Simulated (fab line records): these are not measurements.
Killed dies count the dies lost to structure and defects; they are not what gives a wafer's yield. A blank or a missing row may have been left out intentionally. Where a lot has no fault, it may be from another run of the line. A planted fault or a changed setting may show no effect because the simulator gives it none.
Which tool was responsible? ; flow berkeley cmos170 ; 14 lots, 42 wafers sampled, at 4 steps of a route of 331

## WHAT THE GAUGES READ, wafer by wafer
UCB170_ACTIVE_OVL_MEAS_14. Usual: ACTIVE_OVL typically reads 0 nm, with standard deviation 5.7.
lot;measured;on;ACTIVE_OVL (nm);flag
L385;day 6 02:41;overlay-02;8 8 1;
L389;day 6 17:29;overlay-02;8 -3 4;
L388;day 6 18:13;overlay-02;6 -3 -9;
L387;day 6 17:14;overlay-01;7 -2 -8;
L395;day 7 17:50;overlay-02;-8 -6 -12;
L396;day 7 17:22;overlay-01;-2 2 -4;
L401;day 8 05:00;overlay-01;-3 -1 -9;
L398;day 8 05:40;overlay-01;6 12 0;
L399;day 8 05:17;overlay-02;0 8 -5;
L400;day 8 05:32;overlay-01;-2 -1 0;
L403;day 8 20:37;overlay-01;-7 -7 0;
L404;day 9 08:09;overlay-02;-5 -6 -11;
L405;day 9 07:54;overlay-01;5 -4 3;
L406;day 9 18:46;overlay-01;10 -2 15;

UCB170_M1_CD_MEAS_90 targets a cd of 700 nm. Usual: cd nm 700.6 nm, standard deviation 2.1.
lot;measured;on;cd nm (nm);flag
L385;day 9 14:06;cd sem-02;701.2 698.9 700.1;
L389;day 10 05:01;cd sem-01;699.9 700.8 702.9;
L388;day 10 04:46;cd sem-01;705.8 700.7 703.3;
L387;day 10 04:58;cd sem-02;697.9 702.8 696.4;
L395;day 11 13:04;cd sem-01;700.9 701.9 703.0;
L396;day 11 16:01;cd sem-01;701.3 699.1 704.5;
L401;day 12 01:16;cd sem-02;696.6 701.2 698.2;
L398;day 11 21:40;cd sem-02;704.1 699.1 699.8;
L399;day 11 23:26;cd sem-02;700.6 698.6 701.0;
L400;day 12 01:01;cd sem-02;703.0 704.3 697.0;
L403;day 12 12:32;cd sem-02;697.9 700.7 700.1;
L404;day 13 01:14;cd sem-02;699.2 702.4 698.2;
L405;day 12 23:28;cd sem-01;697.2 700.9 699.6;
L406;day 13 09:40;cd sem-01;700.1 702.9 702.9;

## TOOL THAT RAN EACH LOT (tool first, then ch and the chambers of the sampled wafers, then the start)
lot;UCB170_PWELL_WET_ETCH_20;UCB170_PFIELD_STRIP_08
L385;wet bench-01 ch 2, day 5 00:23;plasma asher-04 ch 0,1, day 6 04:23
L389;wet bench-01 ch 1, day 5 10:29;plasma asher-04 ch 0,1, day 6 20:41
L388;wet bench-01 ch 3, day 5 10:59;plasma asher-03 ch 0,1, day 6 21:04
L387;wet bench-03 ch 0, day 5 12:25;plasma asher-04 ch 0,1, day 6 20:26
L395;wet bench-02 ch 3, day 6 11:14;plasma asher-01 ch 0,1, day 7 20:50
L396;wet bench-03 ch 2, day 6 18:04;plasma asher-03 ch 0,1, day 7 19:54
L401;wet bench-01 ch 2, day 7 00:53;plasma asher-01 ch 0,1, day 8 08:52
L398;wet bench-02 ch 1, day 7 04:23;plasma asher-01 ch 0,1, day 8 09:21
L399;wet bench-01 ch 3, day 7 04:55;plasma asher-04 ch 0,1, day 8 09:02
L400;wet bench-01 ch 3, day 7 04:55;plasma asher-03 ch 0,1, day 8 09:08
L403;wet bench-03 ch 3, day 7 15:57;plasma asher-01 ch 0,1, day 9 01:35
L404;wet bench-02 ch 3, day 8 02:20;plasma asher-03 ch 0, day 9 12:25
L405;wet bench-01 ch 1, day 8 02:29;plasma asher-01 ch 0,1, day 9 12:11
L406;wet bench-03 ch 3, day 8 14:46;plasma asher-01 ch 0,1, day 9 21:47
- UCB170_PWELL_WET_ETCH_20: etches SiO2 in BOE, time 22 s.
- UCB170_PFIELD_STRIP_08: strips in O2.

## AS READ BY THE TOOLS THEMSELVES (means over the sampled wafers that have a number; for cases with no such wafer, the mark the record gives instead)
UCB170_PWELL_WET_ETCH_20. Usual: bath heat duty pct 6.3 %, standard deviation 0.65; run length s 50.0 s, standard deviation 2.2; temp c 24.98 C, standard deviation 0.1.
lot;tool;bath heat duty pct (%);run length s (s);temp c (C);flag
L385;wet bench-01;5.4;50.2;24.99;
L389;wet bench-01;-;-;-;OFF
L388;wet bench-01;-;-;-;OFF
L387;wet bench-03;6.9;53.9;25.10;
L395;wet bench-02;5.8;48.4;24.90;
L396;wet bench-03;6.1;54.8;25.06;
L401;wet bench-01;5.8;49.1;25.00;
L398;wet bench-02;7.0;48.2;25.03;
L399;wet bench-01;6.4;48.0;24.91;
L400;wet bench-01;6.2;48.3;25.02;
L403;wet bench-03;7.0;48.8;24.84;
L404;wet bench-02;5.8;52.9;24.95;
L405;wet bench-01;5.7;48.6;24.95;
L406;wet bench-03;6.9;48.9;24.84;

UCB170_PFIELD_STRIP_08. Usual: drypump motor current A 5.6 A, standard deviation 0.53; oes product au 0.735 a.u., standard deviation 0.0047; strip time to endpoint s 21.64 s, standard deviation 0.065.
lot;tool;drypump motor current A (A);oes product au (a.u.);strip time to endpoint s (s);flag
L385;plasma asher-04;5.6;0.735;21.75;
L389;plasma asher-04;5.9;0.736;21.71;
L388;plasma asher-03;6.0;0.734;21.60;
L387;plasma asher-04;5.9;0.736;21.66;
L395;plasma asher-01;5.1;0.732;21.69;
L396;plasma asher-03;6.1;0.735;21.64;
L401;plasma asher-01;5.2;0.734;21.63;
L398;plasma asher-01;5.1;0.735;21.60;
L399;plasma asher-04;5.6;0.732;21.57;
L400;plasma asher-03;6.1;0.732;21.67;
L403;plasma asher-01;5.2;0.735;21.70;
L404;plasma asher-03;5.2;0.737;21.59;
L405;plasma asher-01;5.2;0.737;21.64;
L406;plasma asher-01;5.1;0.734;21.73;

## THE ANSWER, worked out from the rows above alone
Rule: lot off if the mean of its wafers having a number is beyond 3 standard deviations from the usual mean. A lot without any number at a reading at which 4 lots or more have one is off too. All remaining lots with rows at the step are treated as sound. First the gauges in route order, then the tools' own readings, where a lot's mean is used as printed above. At the first step where some lot is off, the reading lying furthest off is the one used; lots without a number count as furthest.
Off: L389, L388, at UCB170_PWELL_WET_ETCH_20 (bath heat duty pct). Without a number there: L389, L388.
If a tool, at that step or one of the process steps before it, ran each lot that is off and ran no sound lot following the first of them, it fits. None of those tried fits.

## WHAT WAS PUT IN BY THE SIMULATOR
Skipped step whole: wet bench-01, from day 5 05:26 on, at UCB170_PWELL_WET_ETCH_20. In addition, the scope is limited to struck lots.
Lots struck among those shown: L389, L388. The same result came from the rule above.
